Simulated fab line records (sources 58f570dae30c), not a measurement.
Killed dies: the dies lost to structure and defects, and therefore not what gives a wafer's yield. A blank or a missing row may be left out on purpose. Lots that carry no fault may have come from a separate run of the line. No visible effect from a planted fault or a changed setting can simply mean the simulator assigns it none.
What tool caused it? + flow berkeley-cmos170 + 7 lots (21 wafers sampled), 1 step of a 331-step route

== WHAT EACH GAUGE READ, for each wafer ==
UCB170_ACTIVE_CD_MEAS_90: the cd target is 1200 nm.
| lot  | measured    | on        | cd-nm (nm)           |
|------|-------------|-----------|----------------------|
| L313 | day 5 01:01 | cd-sem-02 | 1200.4 1200.9 1200.8 |
| L315 | day 5 04:42 | cd-sem-02 | 1200.0 1198.6 1199.1 |
| L321 | day 6 10:49 | cd-sem-01 | 1202.6 1200.4 1200.7 |
| L323 | day 7 04:27 | cd-sem-01 | 1198.4 1199.1 1198.6 |
| L326 | day 7 08:43 | cd-sem-01 | 1197.0 1197.7 1198.0 |
| L329 | day 8 08:00 | cd-sem-01 | 1200.0 1198.9 1199.8 |
| L333 | day 8 15:59 | cd-sem-02 | 1202.0 1201.7 1201.0 |

== TOOL THAT RAN EACH LOT (tool first, then ch and the chambers of the sampled wafers, then the start) ==
No process step before these readings appears in the record.

== THE ANSWER, worked out from the rows above alone ==
Rule: usual is defined by the lots themselves. Put in order of their means at a reading, lots are off if they are a third of the lots or fewer, leave a main group of 4 or more, and stand apart from it by a gap of 3 or more times the standard deviation of the main group's means; of several such gaps the widest counts. The tables above print the reading to a certain number of digits; a main group whose means all agree to those digits is not used. A lot without any number at a reading at which 4 lots or more have one is off too. All remaining lots with rows at the step are treated as sound.
Across all readings shown, no lot is off: no conclusion can be drawn from this.

== WHAT THE SIMULATOR HAD INSERTED ==
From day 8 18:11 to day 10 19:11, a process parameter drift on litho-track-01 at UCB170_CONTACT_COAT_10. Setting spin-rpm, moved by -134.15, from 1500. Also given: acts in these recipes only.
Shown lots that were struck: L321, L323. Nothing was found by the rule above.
